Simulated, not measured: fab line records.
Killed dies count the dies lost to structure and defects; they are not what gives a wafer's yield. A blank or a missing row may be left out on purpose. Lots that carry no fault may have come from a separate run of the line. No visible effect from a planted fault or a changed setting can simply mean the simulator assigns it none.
fab line records	flow ritCmos
[record] lots = 5	wafers = 15	lastDay = 7
route steps=202 shown GATE@77 FOX2@80 M1@202
lots that met no fault: from a run of the same line without faults
startH: start of the lot's first displayed wafer, in hours after the record's first day	waitH: time in hours since the lot's previous step	" identical to the entry in the row above	L1.1+2: several wafers, shown together as one row	- no value, or no start was given	* or withheld: withheld	< > ~ a bound
route shown NAME@n: NAME is a module with steps in the file, n the number in the route of the first one	usual: mean/standard deviation taken from wafers without a fault	same: alike in all rows	chamber/n: place in a boat	sites: each site's reading	_std_site: their standard deviation	_edge_site: mean of outer sites minus mean of inner sites	radiusMm: for every site, how far away it sits from the centre of the wafer	mask NAME#n: copy n	behind: the last tool/chamber to shape the wafer	hold: what put the lot on hold/how long, in hours/how the hold closed	device: the transistor (n, p or np) that didn't switch	end of line: the tests these same wafers got at the end of their route	where a step has no rows: the recipe by itself	killed: not the wafer's yield, but the dies lost to structure and defects at the first sort	map: the dies of a wafer, with x for killed, . for not killed, _ for no die there
set.NAME: the run value of the setting; set.NAME@STEP: its run value at that earlier step	model.NAME: the simulator's own value behind a step, which no gauge read
lots seen at some steps along the route; tables by step, rows by wafer
services: from which hour (startH, from the record's first day; less than 0 if before it) a tool's chamber was out of use, for how many hours, and why
[[steps]]
[step RIT_GATE_CLEAN_02]
[recipe] chemistry = dHF	dilution = 50:1	timeS = 30
[step RIT_GATE_CLEAN_03]
[recipe] chemistry = SC2	mix = 3:3:50	timeS = 600	tempC = 75	dry = n2Spin
[step RIT_GATE_CLEAN_04]
[recipe] chemistry = dHF	dilution = 50:1	timeS = 60	dry = n2Spin
[step RIT_FOX2_THK_MEAS_91]
[recipe] reads = SiO2_of_FOX2_OXIDATION_00
[usual] FIELD_OXIDE_LEFT_2_THK = 259/7.1
lot.wafer	tool	chamber	startH	waitH	FIELD_OXIDE_LEFT_2_THK[nm]
L570.2	filmMetro-04	-	32.80	0.0	256
L570.3	"	-	"	"	262
L570.4	"	-	"	"	259
L576.3	filmMetro-02	-	66.53	0.0	266
L576.4	"	-	"	"	266
L576.5	"	-	"	"	267
L584.1	filmMetro-04	-	102.52	0.0	251
L584.5	"	-	"	"	255
L584.6	"	-	"	"	249
L592.3	filmMetro-02	-	142.82	0.0	267
L592.5	"	-	"	"	260
L592.6	"	-	"	"	262
L593.2	filmMetro-03	-	146.77	0.0	263
L593.3	"	-	"	"	260
L593.6	"	-	"	"	266
[step RIT_GATE_OXIDATION_05]
[recipe] tempC = 900	ambient = O2	targetThkA = 30	oxTimeS = 270
[step RIT_GATE_ANNEAL_06]
[recipe] tempC = 900	timeS = 600	ambient = N2O
[step RIT_GATE_THK_MEAS_07]
[recipe] reads = SiO2_of_GATE_OXIDATION_05
[usual] GATE_OXIDE_THK = 3.01/0.064
lot.wafer	tool	chamber	startH	waitH	GATE_OXIDE_THK[nm]
L570.2	filmMetro-03	-	35.00	0.0	3.12
L570.3	"	-	"	"	3.12
L570.4	"	-	"	"	3.11
L576.3	filmMetro-03	-	67.91	0.0	3.06
L576.4	"	-	"	"	3.10
L576.5	"	-	"	"	2.98
L584.1	filmMetro-03	-	103.91	0.0	3.02
L584.5	"	-	"	"	3.00
L584.6	"	-	"	"	2.99
L592.3	filmMetro-04	-	144.20	0.0	2.88
L592.5	"	-	"	"	2.88
L592.6	"	-	"	"	2.88
L593.2	filmMetro-03	-	148.15	0.0	2.94
L593.3	"	-	"	"	2.97
L593.6	"	-	"	"	3.00
[step RIT_GATE_CVD_08]
[recipe] material = poly-Si	targetThkNm = 250	tempC = 610	precursor = SiH4	timeS = 2220	pressureMtorr = 307.3	sih4FlowSccm = 100
[step RIT_GATE_THK_MEAS_09]
[recipe] reads = poly-Si_of_GATE_CVD_08
[usual] GATE_POLY_THK = 253.9/2.6
lot.wafer	tool	chamber	startH	waitH	GATE_POLY_THK[nm]
L570.2	filmMetro-02	-	36.77	0.0	250.7
L570.3	"	-	"	"	251.6
L570.4	"	-	"	"	251.2
L576.3	filmMetro-02	-	70.40	0.0	250.1
L576.4	"	-	"	"	251.1
L576.5	"	-	"	"	252.0
L584.1	filmMetro-04	-	105.58	0.0	251.3
L584.5	"	-	"	"	253.9
L584.6	"	-	"	"	251.8
L592.3	filmMetro-02	-	145.88	0.0	257.8
L592.5	"	-	"	"	255.5
L592.6	"	-	"	"	256.2
L593.2	filmMetro-04	-	149.83	0.0	252.7
L593.3	"	-	"	"	251.9
L593.6	"	-	"	"	252.2
[step RIT_GATE_HMDS_10]
[recipe] primeTimeS = 60	primeTempC = 140
[step RIT_GATE_COAT_11]
[recipe] resist = NOVOLAK	spinRpm = 4250	resistThkNm = 850
[step RIT_GATE_SOFTBAKE_12]
[recipe] resist = NOVOLAK	tempC = 90	timeS = 60
[step RIT_GATE_EXPOSE_13]
[recipe] maskId = M6	na = 0.6	sourceShape = conventional	sigmaOuter = 0.6	targetCdNm = 150	doseMj = 374.9
lot.wafer	tool	chamber	startH	waitH	mask
L570.2+3+4	ilineStepper-02	0	37.28	0.1	M6#0
L576.3+4+5	ilineStepper-02	0	71.05	0.2	M6#0
L584.1+5+6	ilineStepper-02	0	106.22	0.2	M6_R1#0
L592.3+5+6	ilineStepper-02	0	146.41	0.1	M6#0
L593.2+3+6	ilineStepper-01	0	150.48	0.2	M6#0
[step RIT_GATE_PEB_14]
[recipe] resist = NOVOLAK	tempC = withheld	timeS = withheld
[step RIT_GATE_DEVELOP_15]
[recipe] resist = NOVOLAK	developTimeS = 50	devTempC = 23
[step RIT_GATE_CD_MEAS_16]
[recipe] targetCdNm = 150
[usual] cdNm = 150.6/2.4
lot.wafer	tool	chamber	startH	waitH	cdNm
L570.2	cdSem-02	-	37.69	-	147.9
L570.3	"	-	"	"	148.4
L570.4	"	-	"	"	148.4
L576.3	cdSem-02	-	71.45	-	151.7
L576.4	"	-	"	"	149.2
L576.5	"	-	"	"	150.1
L584.1	cdSem-01	-	106.62	-	165.5
L584.5	"	-	"	"	167.1
L584.6	"	-	"	"	169.2
L592.3	cdSem-01	-	146.81	-	146.0
L592.5	"	-	"	"	146.5
L592.6	"	-	"	"	144.7
L593.2	cdSem-02	-	150.88	-	153.9
L593.3	"	-	"	"	149.6
L593.6	"	-	"	"	152.7
[step RIT_GATE_OVL_MEAS_17]
[usual] GATE_OVL = 0.1/1.5
lot.wafer	tool	chamber	startH	waitH	GATE_OVL[nm]
L570.2	overlay-02	-	37.79	0.1	-0.5
L570.3	"	-	"	"	-0.4
L570.4	"	-	"	"	-0.3
L576.3	overlay-01	-	71.54	0.1	0.8
L576.4	"	-	"	"	2.1
L576.5	"	-	"	"	0.2
L584.1	overlay-02	-	106.74	0.1	0.3
L584.5	"	-	"	"	-1.9
L584.6	"	-	"	"	-0.9
L592.3	overlay-02	-	146.90	0.1	-1.7
L592.5	"	-	"	"	-4.3
L592.6	"	-	"	"	-1.7
L593.2	overlay-01	-	150.98	0.1	0.1
L593.3	"	-	"	"	0.7
L593.6	"	-	"	"	-1.0
[step RIT_GATE_HARDBAKE_18]
[recipe] resist = NOVOLAK	tempC = 140	timeS = 60
[step RIT_GATE_ETCH_19]
[recipe] chemistry = SF6/CHF3/O2	timeS = 165	SF6_flow_sccm = 30	CHF3_flow_sccm = 30	O2_flow_sccm = 5	target = poly-Si	pressureMtorr = 40	rfW = 160	targetDepthA = 3125	overEtchFrac = 0.25	stopOn = SiO2
[usual] drypumpMotorCurrentA = 5.7/0.48	oesProductAu = 0.856/0.016	throttleValvePct = 10.31/0.16
lot.wafer	tool	chamber	startH	waitH	drypumpMotorCurrentA	oesProductAu	rfHoursCounterH	throttleValvePct	model.GATE.cdNm
L570.2	rieSi-02	0	37.97	0.1	6.3	0.839	41	10.30	148
L570.3	"	2	"	"	6.2	0.872	0	10.31	148.3
L570.4	"	1	"	"	5.7	0.822	-	10.57	148.5
L576.3	rieSi-02	2	71.72	0.1	6.2	0.862	0	10.30	151.5
L576.4	"	0	"	"	6.3	0.830	42	10.28	149.1
L576.5	"	2	"	"	6.2	0.867	-	10.29	150.1
L584.1	rieSi-02	0	106.92	0.1	6.3	0.838	42	10.30	165.4
L584.5	"	2	"	"	6.2	0.873	-	10.29	167.1
L584.6	"	3	"	"	5.1	0.859	-	10.16	169.4
L592.3	rieSi-02	2	147.07	0.1	6.2	0.883	1	10.29	146.2
L592.5	"	2	"	"	6.2	0.871	-	10.29	146.4
L592.6	"	1	"	"	5.7	0.835	-	10.57	144.6
L593.2	rieSi-01	0	151.34	0.1	4.9	0.867	40	10.45	153.9
L593.3	"	2	"	"	6.0	0.838	3	10.34	149.4
L593.6	"	2	"	"	6.0	0.838	-	10.35	152.6
[step RIT_GATE_STRIP_20]
[recipe] chemistry = O2	timeS = 180	resist = NOVOLAK	platenTempC = withheld	powerW = 500	pressureMtorr = 4000	o2FlowSccm = 4000
[usual] drypumpMotorCurrentA = 6.2/0.44
lot.wafer	tool	chamber	startH	waitH	drypumpMotorCurrentA	rfHoursCounterH
L570.2	plasmaAsher-04	1	38.08	0.1	5.4	39
L570.3	"	0	"	"	5.8	-
L570.4	"	1	"	"	5.4	-
L576.3	plasmaAsher-01	0	71.88	0.1	6.6	-
L576.4	"	1	"	"	6.4	-
L576.5	"	0	"	"	6.6	-
L584.1	plasmaAsher-04	0	107.03	0.1	5.7	47
L584.5	"	1	"	"	5.4	-
L584.6	"	0	"	"	5.8	-
L592.3	plasmaAsher-01	0	147.24	0.1	6.5	-
L592.5	"	1	"	"	6.4	-
L592.6	"	0	"	"	6.5	-
L593.2	plasmaAsher-01	0	151.44	0.1	6.6	51
L593.3	"	1	"	"	6.4	-
L593.6	"	1	"	"	6.4	-
[step RIT_M1_PROBE_99]
lot.wafer	tool	chamber	startH	waitH	model.etest.pmos_0p3.rOnOhmUm	model.etest.pmos_0p15.rOnOhmUm	model.etest.pmosTurned.rOnOhmUm	model.etest.nmos_0p15.rOnOhmUm	model.etest.nmos_0p3.rOnOhmUm	model.etest.nmos_0p15.driveUaUm	model.etest.pmos_0p15.driveUaUm	model.etest.npolyLine.lineOhmUm
L570.2	prober-01	-	58.08	0.1	6545	2819	3539	1195	2279	447.4	247	174.5
L570.3	prober-01	-	58.13	0.2	6416	2751	3436	1154	2228	451.6	256.3	173.7
L570.4	prober-01	-	58.18	0.2	6483	2761	3456	1157	2233	447.8	252.7	176
L576.3	prober-01	-	91.75	0.2	6361	2864	3523	1172	2202	451.6	248.2	167.4
L576.4	prober-01	-	91.80	0.2	6334	2782	3449	1132	2189	469.9	253.7	170.9
L576.5	prober-01	-	91.85	0.2	6363	2859	3596	1165	2193	462	249	171.8
L584.1	prober-02	-	128.11	0.1	6761	3161	3888	1240	2260	409.9	216.9	145.9
L584.5	prober-02	-	128.31	0.2	6742	3247	3959	1258	2285	401.8	212	143.6
L584.6	prober-02	-	128.36	0.2	6709	3288	4014	1269	2256	405.9	212.3	137.6
L592.3	prober-02	-	170.53	0.2	5985	2568	3234	1059	2062	512.2	283.6	177.4
L592.5	prober-02	-	170.63	0.2	6064	2629	3319	1085	2089	506.3	276	177.7
L592.6	prober-02	-	170.68	0.2	6025	2551	3274	1034	2053	514.1	281.9	181.9
L593.2	prober-01	-	175.25	0.1	6189	2795	3429	1201	2168	449	254.4	163.7
L593.3	prober-01	-	175.30	0.2	6218	2767	3462	1177	2184	469	256.1	171.1
L593.6	prober-01	-	175.45	0.2	6228	2786	3515	1161	2180	448.1	250.8	167.4
// killed by level:class
L570.2 GATE:geometricParticle:open=3 SILICIDE:geometricParticle:short=2 FOX2:geometricParticle:short=1 GATE:geometricParticle:short=1 REOX:geometricParticle:short=1
L570.3 GATE:geometricParticle:open=3 FOX2:geometricParticle:short=1 GATE:geometricParticle:short=1 SILICIDE:geometricParticle:short=1
L570.4 FOX1:geometricParticle:open=1 SPACER:geometricParticle:short=1
L576.3 SPACER:geometricParticle:short=2 GATE:geometricParticle:short=1 GATE:geometricParticle:open=1 REOX:geometricParticle:short=1 SILICIDE:geometricParticle:short=1 SILICIDE:geometricParticle:open=1
L576.4 FOX1:geometricParticle:open=2 GATE:geometricParticle:open=2 REOX:geometricParticle:open=2
L576.5 GATE:geometricParticle:open=1 REOX:geometricParticle:open=1 SPACER:geometricParticle:short=1 SILICIDE:geometricParticle:open=1
L592.3 GATE:geometricParticle:short=2 SILICIDE:geometricParticle:short=2 FOX1:geometricParticle:short=1 SPACER:geometricParticle:short=1
L592.5 FOX1:geometricParticle:open=2
L592.6 REOX:geometricParticle:short=2 FOX1:geometricParticle:short=1 GATE:geometricParticle:short=1 REOX:geometricParticle:open=1 SILICIDE:geometricParticle:short=1
L593.2 REOX:geometricParticle:short=2 FOX1:geometricParticle:short=1 GATE:geometricParticle:open=1 NWELL:coatMicrobubblePrinted=1
L593.3 GATE:geometricParticle:open=3 REOX:geometricParticle:open=3 FOX1:geometricParticle:open=2 REOX:geometricParticle:short=2 GATE:geometricParticle:short=1 NWELL:coatMicrobubblePrinted=1
L593.6 GATE:geometricParticle:short=2 GATE:geometricParticle:open=2
[[services]]
tool	chamber	startH	hours	kind
ilineStepper-01	-	15.61	1.7	pm
ilineStepper-01	0	34.01	-	calibration
rieSi-02	3	37.15	18.3	repair
plasmaAsher-01	-	46.11	1.4	repair
ilineStepper-02	0	63.35	-	calibration
ilineStepper-02	-	63.47	1.7	pm
ilineStepper-02	-	74.89	2.1	pm
plasmaAsher-01	-	76.21	2.8	pm
ilineStepper-02	-	76.97	-	consumableReplace:lamp
rieSi-01	1	87.89	-	clean
rieSi-01	1	87.89	25.8	scheduledDown
rieSi-01	1	87.89	25.8	ventCycle
rieSi-02	-	95.57	0.3	repair
plasmaAsher-04	-	125.93	8.0	repair
rieSi-02	-	126.49	1.6	repair
[[key]]
[firstSign] step = RIT_GATE_EXPOSE_13	reading = mask	direction = changed
[effect] step = RIT_GATE_CD_MEAS_16	reading = cdNm	direction = up	sigmas = 6.8	usual = 150.6	struck = 167.2
[modelEffect] step = RIT_GATE_ETCH_19	value = GATE.cdNm	without = 152.3	struck = 167.3
[modelEffect] step = RIT_M1_PROBE_99	value = etest.pmos_0p3.rOnOhmUm	without = 6390	struck = 6737
metAt RIT_GATE_EXPOSE_13
struckWafers L584.1,L584.5,L584.6
sortLeftOut L584.1,L584.5,L584.6
testerLeftOut L584
onsetBetween 71.05 106.22
[fault] kind = wrongMask	tool = any	chamber = -	onsetH = 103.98	steps = RIT_GATE_EXPOSE_13	auxCopy = M6_R1#0	cdOffsetNm = 15	scope = struckLotsOnly
// testerLeftOut: of these lots the tester's yield and bins aren't shown, on N5 and GAA mostly nor the transistor test; their killed dies are dies lost to structure and defects alone, not to doping, threshold or leakage, so they don't give the yield
// sortLeftOut: the simulated sort isn't trusted on such a fault, so these wafers' sort isn't shown, and their yield isn't known
